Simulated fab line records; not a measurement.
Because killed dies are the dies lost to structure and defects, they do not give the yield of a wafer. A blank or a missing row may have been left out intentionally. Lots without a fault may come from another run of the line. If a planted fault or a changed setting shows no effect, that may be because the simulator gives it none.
A lot that was struck, set against a sound lot + flow ritCmos + 28 out of 202 route steps
Sound: the wafers L578.1, L578.2, L578.4. The struck wafers were L590.1, L590.3, L590.4. Last of all comes the cause.
Order at every step that has rows: each side's tool, ch and its chambers, its first start. Under that, the readings that differ: sound wafers + struck wafers + difference of the means + sigmas: that difference in standard deviations of wafers without a fault.
alike: words and numbers the same on both sides, and readings whose means are apart by under 2 such deviations; not compared: readings that were withheld, readings missing a value for some wafer, numbers with overlapping values and no deviation given by the record, and bounds like >300 which may hide the same value.
A row with sigmas, a row that says differs or no value, or rows on one side alone: a step with any of these is where the two part. Numbers that don't overlap but have no deviation are shown without sigmas and don't part them. A reading missing from all wafers of one side parts the sides only when that side holds two or more wafers.

RIT_ACTIVE_BOW_MEAS_00:
  sound on filmMetro-02 at day 1 10:00; struck on filmMetro-02 at day 3 22:00
  alike: INCOMING_BOW
RIT_ACTIVE_OXIDATION_01: target thk 46.8 nm, ox time 3360 s.
  sound on furnace-01 ch 0, day 1 10:07; struck on furnace-01 ch 0, day 3 22:07
| reading                                      | sound                | struck               | difference | sigmas      |
|----------------------------------------------|----------------------|----------------------|------------|-------------|
| spikeTcCentreC (C)                           | 1002.9 1003.4 1004.1 | 976.2 977.4 976.6    | -26.7      | -24         |
| spikeTcLoadC (C)                             | 1025 1026 1026       | 1000 1000 1002       | -25        | -7          |
| spikeTcSourceC (C)                           | 1024.7 1024.7 1025.5 | 998.5 998.9 998.3    | -26.4      | -10         |
| tubeCenterTempC (C)                          | 1000.1 1000 1000.1   | 974.91 974.83 974.95 | -25.17     | -99 or more |
| tube_center_temp_C_max                       | 1002.0 1002.6 1002.8 | 977.5 978.1 977.2    | -24.9      | -65         |
| model.SiO2_of_ACTIVE_OXIDATION_01.thkNm (nm) | 47.78 47.97 47.69    | 37.66 37.77 37.41    | -10.20     |             |
  alike: zonePowerCentrePct
RIT_ACTIVE_THK_MEAS_02:
  sound on filmMetro-01 at day 1 12:03; struck on filmMetro-02 at day 4 00:03
| reading               | sound          | struck         | difference | sigmas |
|-----------------------|----------------|----------------|------------|--------|
| ACTIVE_OXIDE_THK (nm) | 47.8 48.0 47.7 | 37.7 37.7 37.4 | -10.2      | -7     |
then, 1 step without rows for these wafers: RIT_ACTIVE_CVD_03 (deposits Si3N4 from SiH2Cl2/NH3, target thk 150 nm, time 1500 s).
RIT_ACTIVE_THK_MEAS_04:
  sound on filmMetro-01 at day 1 13:32; struck on filmMetro-02 at day 4 01:32
  alike: ACTIVE_NITRIDE_THK
then, 6 steps without rows for these wafers: RIT_ACTIVE_HMDS_05 (prime time 61.54 s); RIT_ACTIVE_COAT_06 (resist thk 1000 nm); RIT_ACTIVE_SOFTBAKE_07 (time 60 s); RIT_ACTIVE_EXPOSE_08 (exposes mask M1, target cd 1400 nm); RIT_ACTIVE_PEB_09; RIT_ACTIVE_DEVELOP_10 (develop time 50 s).
RIT_ACTIVE_CD_MEAS_11: target cd 1400 nm.
  sound on cdSem-01 at day 1 14:34; struck on cdSem-02 at day 4 02:34
  alike: cdNm
then, 1 step without rows for these wafers: RIT_ACTIVE_HARDBAKE_12 (time 60 s).
RIT_ACTIVE_ETCH_13: etches Si3N4 in SF6, stops on SiO2, time 210 s, target depth 210 nm.
  sound on rieDiel-02 ch 0,3, day 1 14:50; struck on rieDiel-03 ch 0,1,3, day 4 02:50
  alike: drypumpMotorCurrentA, oesProductAu, throttleValvePct
  not compared: rfHoursCounterH
RIT_ACTIVE_STRIP_14: strips in O2, time 180 s.
  sound on plasmaAsher-04 ch 0,1, day 1 14:58; struck on plasmaAsher-03 ch 0,1, day 4 02:58
  alike: drypumpMotorCurrentA, rfReflPowerW
  not compared: rfHoursCounterH
RIT_ACTIVE_CD_MEAS_90: target cd 1400 nm.
  sound on cdSem-01 at day 1 15:08; struck on cdSem-02 at day 4 03:09
  alike: cdNm
then, 4 steps without rows for these wafers: RIT_ACTIVE_CLEAN_15 (cleans in SC1, time 600 s); RIT_ACTIVE_CLEAN_16 (cleans in dHF, time 30 s); RIT_ACTIVE_CLEAN_17 (cleans in SC2, time 600 s); RIT_FOX1_OXIDATION_00 (target thk 350.7 nm, ox time 1130 s).
RIT_FOX1_THK_MEAS_01:
  sound on filmMetro-03 at day 1 17:07; struck on filmMetro-02 at day 4 05:25
  alike: FOX1_OXIDE_THK
then, 2 steps without rows for these wafers: RIT_FOX1_WET_ETCH_02 (etches SiO2 in BOE, target depth 350 nm, time 390 s); RIT_FOX2_OXIDATION_00 (target thk 350.7 nm, ox time 1130 s).
RIT_FOX2_THK_MEAS_01:
  sound on filmMetro-03 at day 1 18:37; struck on filmMetro-03 at day 4 07:01
  alike: FOX2_OXIDE_THK
then, 1 step without rows for these wafers: RIT_FOX2_CLEAN_02 (cleans in dHF, time 176.3 s).
RIT_FOX2_WET_ETCH_03: etches Si3N4 in H3PO4, target depth 195 nm, time 2700 s.
  sound on wetBench-02 ch 1, day 1 18:44; struck on wetBench-02 ch 1, day 4 07:08
| reading                                      | sound             | struck            | difference | sigmas |
|----------------------------------------------|-------------------|-------------------|------------|--------|
| model.SiO2_of_ACTIVE_OXIDATION_01.thkNm (nm) | 41.94 42.69 42.45 | 33.59 32.62 33.36 | -9.17      |        |
  alike: bathGuardTempC, bathHeatDutyPct
RIT_FOX2_THK_MEAS_90:
  sound on filmMetro-03 at day 1 19:29; struck on filmMetro-03 at day 4 07:58
  alike: FIELD_OXIDE_LEFT_1_THK
RIT_M1_PROBE_99:
  sound on prober-02 at day 3 16:05; struck on prober-01 at day 5 22:10
| reading                           | sound             | struck            | difference | sigmas |
|-----------------------------------|-------------------|-------------------|------------|--------|
| model.etest.nldd.widthNm (nm)     | 3155 3163 3158    | 3264 3254 3267    | +103       |        |
| model.etest.pldd.widthNm (nm)     | 3159 3161 3147    | 3253 3252 3245    | +94        |        |
| model.etest.pplusSal.widthNm (nm) | 3427 3445 3419    | 3491 3492 3496    | +63        |        |
| model.etest.nplusSal.widthNm (nm) | 3455 3449 3415    | 3466 3482 3486    | +38        |        |
| model.etest.nmosNarrow.driveUaUm  | 242.4 241.7 244.6 | 258.8 249.8 257.6 | +12.5      |        |
  alike: killed_at_M0_to_M3, killedAtContacts, killedAtFrontEnd, killedDies, killedOnRim, killedOpen, killedShort
  not compared: model.etest.pmosNarrow.driveUaUm, model.etest.isoNwellNwell.lateralLog10AUm

WHERE THEY PART
Last at RIT_ACTIVE_THK_MEAS_02 as far as this record goes, first at RIT_ACTIVE_OXIDATION_01. Later steps at which nothing parts them and some readings are alike: RIT_ACTIVE_THK_MEAS_04, RIT_ACTIVE_CD_MEAS_11, RIT_ACTIVE_ETCH_13, RIT_ACTIVE_STRIP_14, RIT_ACTIVE_CD_MEAS_90, RIT_FOX1_THK_MEAS_01, RIT_FOX2_THK_MEAS_01, RIT_FOX2_WET_ETCH_03, RIT_FOX2_THK_MEAS_90, RIT_M1_PROBE_99.

WHY: whatever the simulator had introduced
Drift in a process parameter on furnace-01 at RIT_ACTIVE_OXIDATION_01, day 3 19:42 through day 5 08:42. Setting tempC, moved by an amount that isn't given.
